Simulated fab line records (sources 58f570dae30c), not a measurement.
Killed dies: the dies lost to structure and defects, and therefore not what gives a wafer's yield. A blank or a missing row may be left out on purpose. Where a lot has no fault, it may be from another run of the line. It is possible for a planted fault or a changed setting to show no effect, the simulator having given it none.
Split-lot experiment + flow berkeleyCmos170 + on a route of 331 steps: 5 lots, 27 wafers read

## THE SPLIT ITSELF
At UCB170_PWELL_CVD_05 (deposits Si3N4 from SiH2Cl2/NH3, target thk 220 nm, time 3300 s), the setting timeS was moved away from the recipe's 3300 s on 18 of the 27 wafers read, by -40.6% to +42.8%. All remaining wafers had this setting at the recipe value.

There is no step in the file separating the split from the reading.

## THE READING
At UCB170_PWELL_THK_MEAS_06: PWELL_NITRIDE_THK, given in nm. Typical for fault-free wafers on this fab line: 220.5 nm, with standard deviation 1.7 nm.

| wafer  | tool, chamber at the split | timeS as run, s | against the recipe | PWELL_NITRIDE_THK, nm | against lot-mates on the recipe |
|--------|----------------------------|-----------------|--------------------|-----------------------|---------------------------------|
| L078.2 | lpcvd-02, 0                | 3300            | recipe             | 219.3                 | -                               |
| L078.3 | lpcvd-02, 0                | 3300            | recipe             | 219.9                 | -                               |
| L078.5 | lpcvd-02, 0                | 3300            | recipe             | 219.0                 | -                               |
| L080.1 | -, -                       | 1961            | -40.6%             | 132.8                 | no lot-mate on the recipe       |
| L080.2 | -, -                       | 1961            | -40.6%             | 133.3                 | no lot-mate on the recipe       |
| L080.3 | -, -                       | 1961            | -40.6%             | 130.6                 | no lot-mate on the recipe       |
| L080.4 | -, -                       | 1961            | -40.6%             | 132.6                 | no lot-mate on the recipe       |
| L080.5 | -, -                       | 1961            | -40.6%             | 131.0                 | no lot-mate on the recipe       |
| L080.6 | -, -                       | 1961            | -40.6%             | 132.6                 | no lot-mate on the recipe       |
| L081.1 | -, -                       | 3300            | recipe             | 221.9                 | -                               |
| L081.2 | -, -                       | 3300            | recipe             | 221.8                 | -                               |
| L081.3 | -, -                       | 3300            | recipe             | 223.0                 | -                               |
| L081.4 | -, -                       | 3300            | recipe             | 222.9                 | -                               |
| L081.5 | -, -                       | 3300            | recipe             | 221.8                 | -                               |
| L081.6 | -, -                       | 3300            | recipe             | 220.9                 | -                               |
| L082.1 | -, -                       | 1987            | -39.8%             | 133.9                 | no lot-mate on the recipe       |
| L082.2 | -, -                       | 1987            | -39.8%             | 133.7                 | no lot-mate on the recipe       |
| L082.3 | -, -                       | 1987            | -39.8%             | 134.4                 | no lot-mate on the recipe       |
| L082.4 | -, -                       | 1987            | -39.8%             | 132.8                 | no lot-mate on the recipe       |
| L082.5 | -, -                       | 1987            | -39.8%             | 132.1                 | no lot-mate on the recipe       |
| L082.6 | -, -                       | 1987            | -39.8%             | 134.2                 | no lot-mate on the recipe       |
| L085.1 | -, -                       | 4711            | +42.8%             | 313.5                 | no lot-mate on the recipe       |
| L085.2 | -, -                       | 4711            | +42.8%             | 314.1                 | no lot-mate on the recipe       |
| L085.3 | -, -                       | 4711            | +42.8%             | 313.8                 | no lot-mate on the recipe       |
| L085.4 | -, -                       | 4711            | +42.8%             | 314.6                 | no lot-mate on the recipe       |
| L085.5 | -, -                       | 4711            | +42.8%             | 314.6                 | no lot-mate on the recipe       |
| L085.6 | -, -                       | 4711            | +42.8%             | 312.8                 | no lot-mate on the recipe       |

THE FIT
A straight line over all 27 wafers: PWELL_NITRIDE_THK changes by +2.18 nm for each +1% of timeS; r = +1.00; the points scatter about the line by 1.1 nm.
Too few moved wafers with a lot-mate on the recipe to fit a line net of each lot's own level.

## THE WHOLE CHAIN: every reading that the file lists as answering this split, in the file's order
| step                     | what it does                                                    | reading                                                                      | change (the file's fit)              | r (the file's) |
|--------------------------|-----------------------------------------------------------------|------------------------------------------------------------------------------|--------------------------------------|----------------|
| UCB170_PWELL_CVD_05      | deposits Si3N4 from SiH2Cl2/NH3, target thk 220 nm, time 3300 s | Si3N4_of_PWELL_CVD_05.thkNm (the simulator's own value, which no gauge read) | +2.18 nm for each +1% of the setting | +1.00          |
| UCB170_PWELL_THK_MEAS_06 |                                                                 | PWELL_NITRIDE_THK                                                            | +2.18 for each +1% of the setting    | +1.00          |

## FILE'S OWN FIT
PWELL_NITRIDE_THK changes by +2.18 nm for each +1% of timeS, r = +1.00.
